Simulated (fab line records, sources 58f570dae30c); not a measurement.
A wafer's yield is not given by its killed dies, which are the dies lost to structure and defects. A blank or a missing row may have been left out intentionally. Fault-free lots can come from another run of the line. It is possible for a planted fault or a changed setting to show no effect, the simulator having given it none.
The same fault as seen by 2 desks / flow berkeley_cmos170 / numbers are kept per desk, each desk with only its own; the story behind them comes last

## THE METROLOGY DESK
Means of the sampled wafers that have a number, per lot and without regard to the tool the lot ran on: this is what the gauges read. A lot is out of limits, marked OUT, if its mean lies more than 4 standard deviations from the usual mean; the brackets give that distance.
Columns: A = ACTIVE_NITRIDE_THK at UCB170_ACTIVE_THK_MEAS_06, usual 220.9 nm; B = SPACER_TEOS_THK at UCB170_SPACER_THK_MEAS_01, usual 377 nm
lot=L349; first seen here=day 5 05:39; A=223.9; B=376
lot=L350; first seen here=day 5 05:40; A=220.4; B=373
lot=L351; first seen here=day 5 09:41; A=220.1; B=384
lot=L353; first seen here=day 5 17:56; A=223.9; B=376
lot=L354; first seen here=day 5 17:56; A=220.7; B=373
lot=L355; first seen here=day 6 05:08; A=221.1; B=381
lot=L356; first seen here=day 6 05:08; A=220.8; B=375
lot=L358; first seen here=day 6 10:10; A=224.0; B=374
lot=L361; first seen here=day 6 19:55; A=222.8; B=378
lot=L366; first seen here=day 7 02:24; A=219.8; B=377
lot=L360; first seen here=day 7 02:25; A=219.7; B=379
lot=L365; first seen here=day 7 02:25; A=219.9; B=380
lot=L367; first seen here=day 7 15:35; A=222.8; B=375
lot=L371; first seen here=day 8 22:19; A=221.3; B=378
This desk's finding: nothing out of limits on any of the 14 lots.

## TOOL OWNER'S DESK, rie_diel-02
The tool's own readings at UCB170_ZERO_ETCH_06 (etches SiO2 in CHF3/CF4/Ar, time 12 s): means of the sampled wafers that have a number, for each lot that ran on this tool. A lot is out of limits, marked OUT, if its mean lies more than 4 standard deviations from the usual mean; the brackets give that distance.
Columns: A = drypump_motor_current_A at UCB170_ZERO_ETCH_06, usual 5.8 A; B = oes_product_au at UCB170_ZERO_ETCH_06, usual 0.617 a.u.; C = throttle_valve_pct at UCB170_ZERO_ETCH_06, usual 9.33 %
lot=L349; first seen here=day 1 23:40; A=5.9; B=0.621; C=9.39
lot=L351; first seen here=day 2 14:16; A=5.7; B=0.616; C=9.45
lot=L355; first seen here=day 3 09:25; A=6.1; B=0.619; C=9.36
lot=L358; first seen here=day 3 22:55; A=5.7; B=0.576 (-5.2) OUT; C=9.13
lot=L361; first seen here=day 4 08:20; A=5.9; B=0.594; C=9.24
Finding of this desk: L358 out of limits; the first was L358 at day 3 22:55, on oes_product_au at UCB170_ZERO_ETCH_06. Within limits: L349, L351, L355, L361.

## BROUGHT TOGETHER
At day 3 22:55, on L358, the tool owner's desk was in a position to raise an alarm.
The metrology desk saw nothing out of limits.
The metrology desk holds a record of L358, inside its limits.
The lots listed all ran UCB170_ZERO_ETCH_06 on rie_diel-02.

## WHAT HAD BEEN PUT IN BY THE SIMULATOR
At UCB170_ZERO_ETCH_06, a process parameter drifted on rie_diel-02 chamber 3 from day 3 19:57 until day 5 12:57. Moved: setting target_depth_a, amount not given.
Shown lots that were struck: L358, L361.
Delay in hours, fault start to first out-of-limits reading, by desk: the tool owner's desk at 3.
